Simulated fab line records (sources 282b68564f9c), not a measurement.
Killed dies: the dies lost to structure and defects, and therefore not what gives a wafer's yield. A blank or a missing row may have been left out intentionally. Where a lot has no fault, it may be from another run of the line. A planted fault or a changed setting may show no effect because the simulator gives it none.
Matching of chambers ; flow ritCmos ; 3 sister chambers for RIT_SDANNEAL_CLEAN_02 on wetBench-02
The step cleans in SC2, time 600 s. 14 wafers are shown with their chamber, then 7 later ones without.

## WAFERS WITH THEIR CHAMBER
wafer;chamber;bathGuardTempC (C);runLengthS (s)
L481.1;0;75.5;625
L481.3;0;75.7;625
L481.6;0;75.1;625
L483.1;3;76.1;627
L483.5;3;76.0;627
L483.6;3;76.2;627
L486.2;0;75.8;633
L486.4;0;75.5;633
L486.5;0;75.6;633
L490.1;0;76.0;633
L490.4;0;75.7;633
L490.5;0;75.4;633
L492.4;1;75.7;626
L492.5;1;75.4;626

SIGNATURES (averages over the wafers above)
reading;chamber 0;chamber 1;chamber 3;scatter within a chamber
bathGuardTempC;75.589;75.550;76.100;0.232
runLengthS;630.33;626.00;627.00;3.41
Rule: for each reading, subtract the chamber's mean from the wafer's reading, divide by that reading's scatter and square the result; add these up over the readings and take the root, which gives the wafer's distance from the chamber. The wafer belongs to the nearest chamber; if the next one is less than 2 further off, it can't be placed. How the scatter is found: for the shown wafers, subtract from each reading the mean of its chamber, square and add these, divide the total by (wafers less chambers), then take the root.

## WAFERS WITH NO CHAMBER GIVEN
wafer;bathGuardTempC (C);runLengthS (s)
L492.6;75.4;626
L493.4;75.5;626
L493.5;75.4;626
L493.6;75.2;626
L502.1;75.3;633
L502.4;75.6;633
L502.6;75.2;633

## WHICH CHAMBER EACH WENT THROUGH
wafer;from the rows above;in truth
L492.6;can't be placed: 1 or 0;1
L493.4;can't be placed: 1 or 0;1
L493.5;can't be placed: 1 or 0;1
L493.6;can't be placed: 1 or 0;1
L502.1;can't be placed: 0 or 1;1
L502.4;can't be placed: 0 or 1 or 3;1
L502.6;can't be placed: 0 or 1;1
Correctly placed: 0 of 7. These rows do not allow placing 7 (true chamber among the candidates in 7). Number placed wrongly: 0.
